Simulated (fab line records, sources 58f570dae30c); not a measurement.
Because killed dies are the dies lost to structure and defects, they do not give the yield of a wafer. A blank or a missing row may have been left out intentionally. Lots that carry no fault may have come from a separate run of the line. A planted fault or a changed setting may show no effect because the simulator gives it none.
A struck lot beside a sound one    flow berkeleyCmos170    16 out of 331 route steps
Sound: wafers L192.1, L192.4, L192.5. Wafers L195.3, L195.4, L195.6 were the ones struck. At the end, the cause is stated.
For every step that has rows: the tool of each side, followed by ch and its chambers, followed by its first start. Under that, the readings that differ: sound wafers    struck wafers    difference of the means    sigmas: that difference in standard deviations of wafers without a fault.
alike: a reading whose means differ by less than 2 such deviations, as well as words and numbers matching on both sides. not compared: withheld readings; readings where some wafer has no value; bounds like >300 that might hide an equal value; numbers whose values overlap and for which the record gives no deviation.
Wherever a step has rows on one side only, a row that says differs or no value, or a row with sigmas, the two part there. Numbers that don't overlap but have no deviation are shown without sigmas and don't part them. A reading missing from all wafers of one side parts the sides only when that side holds two or more wafers.

first, 2 steps without rows for these wafers: UCB170_PLDD_PEB_04; UCB170_PLDD_DEVELOP_05 (develop time 45 s).
UCB170_PLDD_CD_MEAS_06: target cd 1200 nm.
  sound on cdSem-02, day 6 17:55; struck on cdSem-01, day 7 00:02
  alike: cdNm
UCB170_PLDD_OVL_MEAS_07:
  sound on overlay-02, day 6 18:02; struck on overlay-01, day 7 00:08
  alike: PLDD_OVL
then, 2 steps without rows for these wafers: UCB170_PLDD_IMPLANT_08; UCB170_PLDD_IMPLANT_09.
UCB170_PLDD_STRIP_10: strips in O2.
  sound on plasmaAsher-02 ch 0,1, day 6 18:22; struck on plasmaAsher-04 ch 0,1, day 7 00:29
reading                   sound           struck          difference  sigmas
drypumpMotorCurrentA (A)  5.92 5.68 5.91  5.47 5.18 5.18  -0.56       -2
  alike: oesProductAu, stripTimeToEndpointS
  not compared: rfHoursCounterH
UCB170_PLDD_TW_MEAS_11:
  sound on filmMetro-02, day 6 18:28; struck on filmMetro-02, day 7 00:35
  alike: PLDD_TW
then, 4 steps without rows for these wafers: UCB170_PLDD_CLEAN_12 (cleans in SPM, time 600 s); UCB170_NLDD_HMDS_00 (prime time 60 s); UCB170_NLDD_COAT_01 (resist thk 900 nm); UCB170_NLDD_SOFTBAKE_02 (time 60 s).
UCB170_NLDD_EXPOSE_03: exposes mask NSELECT, target cd 1200 nm.
  sound on krfScanner-01 ch 0, day 6 19:16; struck on krfScanner-02 ch 0, day 7 01:17
reading  sound                          struck                                  difference  sigmas
mask     NSELECT#0 NSELECT#0 NSELECT#0  NSELECT_R1#0 NSELECT_R1#0 NSELECT_R1#0  differs     
then, 2 steps without rows for these wafers: UCB170_NLDD_PEB_04; UCB170_NLDD_DEVELOP_05 (develop time 45 s).
UCB170_NLDD_CD_MEAS_06: target cd 1200 nm.
  sound on cdSem-02, day 6 19:42; struck on cdSem-01, day 7 01:58
reading    sound                 struck             difference  sigmas
cdNm (nm)  1199.2 1200.5 1199.3  958.7 960.9 959.1  -240.1      -99 or more
  not compared: hold

== WHERE THEY PART ==
First at UCB170_PLDD_STRIP_10; last, within this record, at UCB170_NLDD_CD_MEAS_06.

WHY: what the simulator had put in
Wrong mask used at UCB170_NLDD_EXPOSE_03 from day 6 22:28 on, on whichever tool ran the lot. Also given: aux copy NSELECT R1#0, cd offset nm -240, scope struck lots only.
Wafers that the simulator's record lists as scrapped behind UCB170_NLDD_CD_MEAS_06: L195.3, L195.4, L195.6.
